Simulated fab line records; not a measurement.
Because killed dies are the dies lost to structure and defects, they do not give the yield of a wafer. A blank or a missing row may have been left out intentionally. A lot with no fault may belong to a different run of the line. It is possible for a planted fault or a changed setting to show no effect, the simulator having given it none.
Struck lot and sound lot, side by side | flow berkeleyCmos170 | 14 out of 331 route steps
Sound: the wafers L770.1, L770.4, L770.6. Wafers L763.1, L763.2, L763.3 were the ones struck. Last of all comes the cause.
Per side, at each step with rows, come the tool, then ch with its chambers, and then its first start. Under that, the readings that differ: sound wafers | struck wafers | difference of the means | sigmas: that difference in standard deviations of wafers without a fault.
alike: readings with means less than 2 such deviations apart, plus words and numbers identical on both sides. not compared: withheld readings, readings lacking a value on some wafer, bounds such as >300 that could conceal the same value, and numbers that have no deviation in the record and whose values overlap.
The two part at a step that has a row with sigmas, a row that says differs or no value, or rows on one side only. Non-overlapping numbers with no deviation appear without sigmas and do not part them. Lack of a reading on every wafer of one side parts them only where that side has two or more wafers.

first, 4 steps without rows for these wafers: UCB170_PVT_SOFTBAKE_02 (time 60 s); UCB170_PVT_EXPOSE_03 (exposes mask NWELL, target cd 3000 nm); UCB170_PVT_PEB_04; UCB170_PVT_DEVELOP_05 (develop time 45 s).
UCB170_PVT_OVL_MEAS_06:
  sound on overlay-01, day 11 06:28; struck on overlay-01, day 9 12:07
  alike: PVT_OVL
then, 1 step without rows for these wafers: UCB170_PVT_IMPLANT_07.
UCB170_PVT_STRIP_08: strips in O2.
  sound on plasmaAsher-04 ch 0,1, day 11 06:39; struck on plasmaAsher-03 ch 0,1, day 9 12:28
  alike: chamberPressureMTorr, drypumpMotorCurrentA, oesProductAu, stripTimeToEndpointS
  not compared: rfHoursCounterH
UCB170_PVT_TW_MEAS_09:
  sound on filmMetro-04, day 11 06:45; struck on filmMetro-04, day 9 12:34
  alike: PVT_TW
then, 1 step without rows for these wafers: UCB170_GATE_WET_ETCH_00 (etches SiO2 in dHF, time 200 s).
UCB170_FIELD_THK_MEAS_91:
  sound on filmMetro-03, day 11 08:32; struck on filmMetro-01, day 9 12:45
  alike: FIELD_OXIDE_LEFT_2_THK
then, 1 step without rows for these wafers: UCB170_GATE_OXIDATION_01 (target thk 6.6 nm, ox time 1800 s).
UCB170_GATE_THK_MEAS_02:
  sound on filmMetro-04, day 11 12:34; struck on filmMetro-02, day 9 19:42
  alike: GATE_OXIDE_THK
UCB170_GATE_ANNEAL_03: time 1800 s.
  struck on furnace-01, day 9 23:57; sound on furnace-02 ch 0, day 11 15:25
  no value came back on the struck wafers for spikeTcCentreC (C), spikeTcLoadC (C), timeS (s), zonePowerCentrePct (%); on the sound wafers spikeTcCentreC (C) reads 899.3 900.9 902.6
then, 1 step without rows for these wafers: UCB170_GATE_CVD_04 (deposits poly-Si from SiH4, time 1440 s, target thk 214 nm).

== WHERE THEY PART ==
Only at UCB170_GATE_ANNEAL_03, as far as this record shows.

WHY: what the simulator had put in
Entire step skipped (furnace-01, UCB170_GATE_ANNEAL_03), from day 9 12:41 onward. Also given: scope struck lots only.
